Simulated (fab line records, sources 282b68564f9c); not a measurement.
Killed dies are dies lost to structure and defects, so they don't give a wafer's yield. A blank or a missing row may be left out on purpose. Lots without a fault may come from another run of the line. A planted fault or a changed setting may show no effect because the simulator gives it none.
Which tool did it? | flow rit_cmos | 14 lots, 42 wafers sampled, at 4 steps of a route of 202

WHAT THE GAUGES READ, wafer by wafer
RIT_NSD_OVL_MEAS_06. Usual: NSD_OVL 0.2 nm, standard deviation 1.5.
lot  | measured    | on         | NSD_OVL (nm)   | flag
L525 | day 3 05:05 | overlay-01 | -0.1 -0.3 1.8  |
L526 | day 3 09:03 | overlay-01 | 1.1 1.3 1.5    |
L528 | day 3 17:28 | overlay-02 | -0.5 -0.4 -0.2 |
L529 | day 4 01:07 | overlay-02 | 0.2 -0.4 0.4   |
L530 | day 4 06:23 | overlay-01 | 2.6 1.5 1.4    |
L531 | day 4 09:51 | overlay-02 | 0.4 0.1 0.0    |
L532 | day 4 15:01 | overlay-01 | -1.1 -1.0 0.9  |
L533 | day 4 21:12 | overlay-01 | -0.8 -0.7 -0.6 |
L534 | day 5 03:52 | overlay-02 | 1.8 0.0 0.6    |
L537 | day 5 15:51 | overlay-01 | 2.8 3.0 1.4    |
L542 | day 6 14:42 | overlay-01 | 0.0 -1.5 1.5   |
L543 | day 6 21:04 | overlay-02 | 0.1 -1.8 -2.1  |
L545 | day 7 04:39 | overlay-02 | 0.8 -0.1 -0.2  |
L547 | day 7 17:40 | overlay-02 | -1.7 -0.5 1.4  |

RIT_NSD_TW_MEAS_10. Usual: NSD_TW 3129, standard deviation 22.
lot  | measured    | on            | NSD_TW         | flag
L525 | day 3 05:36 | film_metro-03 | 3139 3126 3123 |
L526 | day 3 09:34 | film_metro-03 | 3139 3124 3144 |
L528 | day 3 17:58 | film_metro-03 | 3128 3121 3140 |
L529 | day 4 01:38 | film_metro-04 | 3170 3166 3165 |
L530 | day 4 06:53 | film_metro-02 | 3093 3090 3086 |
L531 | day 4 10:22 | film_metro-03 | 3134 3117 3120 |
L532 | day 4 15:32 | film_metro-03 | 3121 3121 3145 |
L533 | day 4 21:43 | film_metro-03 | 3130 3134 3134 |
L534 | day 5 04:22 | film_metro-02 | 3090 3099 3109 |
L537 | day 5 16:22 | film_metro-02 | 3115 3107 3097 |
L542 | day 6 15:13 | film_metro-03 | 3119 3133 3123 |
L543 | day 6 21:35 | film_metro-02 | 3111 3110 3120 |
L545 | day 7 05:10 | film_metro-02 | 3128 3127 3132 |
L547 | day 7 18:10 | film_metro-04 | 3165 3178 3162 |

RIT_CONTACT_CD_MEAS_08: target cd 1000 nm. Usual: cd_nm 1000.6 nm, standard deviation 2.1.
lot  | measured    | on        | cd_nm (nm)           | flag
L525 | day 3 09:50 | cd_sem-02 | 999.4 1002.6 998.5   |
L526 | day 3 13:44 | cd_sem-02 | 1001.2 1002.6 1003.4 |
L528 | day 3 22:33 | cd_sem-02 | 998.1 997.6 997.2    |
L529 | day 4 05:41 | cd_sem-02 | 999.7 998.2 999.8    |
L530 | day 4 11:02 | cd_sem-02 | 1003.5 1003.2 1003.5 |
L531 | day 4 14:32 | cd_sem-02 | 1001.2 1000.5 1001.0 |
L532 | day 4 19:40 | cd_sem-01 | 1000.0 999.1 999.6   |
L533 | day 5 01:55 | cd_sem-02 | 1002.0 999.3 1003.6  |
L534 | day 5 08:40 | cd_sem-01 | 1006.7 1003.4 1004.4 |
L537 | day 5 20:28 | cd_sem-02 | 997.3 998.0 998.8    |
L542 | day 6 19:16 | cd_sem-02 | 999.0 999.5 998.7    |
L543 | day 7 02:03 | cd_sem-02 | 1002.6 1001.7 1004.1 |
L545 | day 7 09:16 | cd_sem-02 | 1002.1 1002.9 1003.1 |
L547 | day 7 22:31 | cd_sem-02 | 998.5 998.2 997.7    |

WHICH TOOL RAN EACH LOT (tool, then ch and the chambers of the sampled wafers, then the start)
lot  | RIT_SPACER_ETCHBACK_05
L525 | rie_diel-04 ch 0,2,3, day 3 03:55
L526 | rie_diel-03 ch 0,1,2, day 3 07:55
L528 | rie_diel-04 ch 0,2, day 3 16:27
L529 | rie_diel-02 ch 0,1, day 3 23:59
L530 | rie_diel-03 ch 1,3, day 4 05:23
L531 | rie_diel-03 ch 0,1,3, day 4 08:43
L532 | rie_diel-04 ch 0,2,3, day 4 14:01
L533 | rie_diel-04 ch 0,1, day 4 20:12
L534 | rie_diel-02 ch 0,2,3, day 5 02:48
L537 | rie_diel-02 ch 0,1,3, day 5 14:44
L542 | rie_diel-03 ch 0,1,3, day 6 13:41
L543 | rie_diel-03 ch 1,2, day 6 19:56
L545 | rie_diel-02 ch 0,1,2, day 7 03:31
L547 | rie_diel-02 ch 1,2, day 7 16:39
- RIT_SPACER_ETCHBACK_05: etches Si3N4 in SF6/CHF3, stops on SiO2, target depth 250 nm, time 240 s.

WHAT THE TOOLS THEMSELVES READ (means of the sampled wafers that have a number; where no wafer has one, the mark that the record gives instead)
RIT_SPACER_ETCHBACK_05. Usual: drypump_motor_current_A 5.9 A, standard deviation 0.45; oes_product_au 0.843 a.u., standard deviation 0.012; throttle_valve_pct 10.24 %, standard deviation 0.11.
lot  | tool        | drypump_motor_current_A (A) | oes_product_au (a.u.) | throttle_valve_pct (%) | flag
L525 | rie_diel-04 | 5.9                         | 0.847                 | 10.34                  |
L526 | rie_diel-03 | 6.1                         | 0.848                 | 10.23                  |
L528 | rie_diel-04 | 5.7                         | 0.837                 | 10.34                  |
L529 | rie_diel-02 | 6.2                         | 0.859                 | 10.18                  |
L530 | rie_diel-03 | 5.6                         | 0.838                 | 10.28                  |
L531 | rie_diel-03 | 6.0                         | 0.834                 | 10.25                  |
L532 | rie_diel-04 | 5.9                         | 0.839                 | 10.32                  |
L533 | rie_diel-04 | 5.9                         | 0.833                 | 10.34                  |
L534 | rie_diel-02 | 5.8                         | 0.839                 | 10.10                  |
L537 | rie_diel-02 | 6.2                         | 0.849                 | 10.15                  |
L542 | rie_diel-03 | 6.0                         | 0.846                 | 10.26                  |
L543 | rie_diel-03 | 5.7                         | 0.842                 | 10.24                  |
L545 | rie_diel-02 | 5.9                         | 0.854                 | 10.11                  |
L547 | rie_diel-02 | 6.1                         | 0.852                 | 10.14                  |

THE ANSWER, worked out from the rows above alone
Rule: a lot is off if the mean of its wafers that have a number lies more than 3 standard deviations from the usual mean. A lot without any number at a reading at which 4 lots or more have one is off too. The other lots that the step has rows for count as sound. The gauges are gone through in route order, then the tools' own readings, and for those a lot's mean is taken as printed above. The first step at which some lot is off is used, and at that step the reading that is off furthest; a lot without a number counts as furthest.
No lot is off at any reading shown: from this, nothing can be told.

WHAT THE SIMULATOR HAD PUT IN
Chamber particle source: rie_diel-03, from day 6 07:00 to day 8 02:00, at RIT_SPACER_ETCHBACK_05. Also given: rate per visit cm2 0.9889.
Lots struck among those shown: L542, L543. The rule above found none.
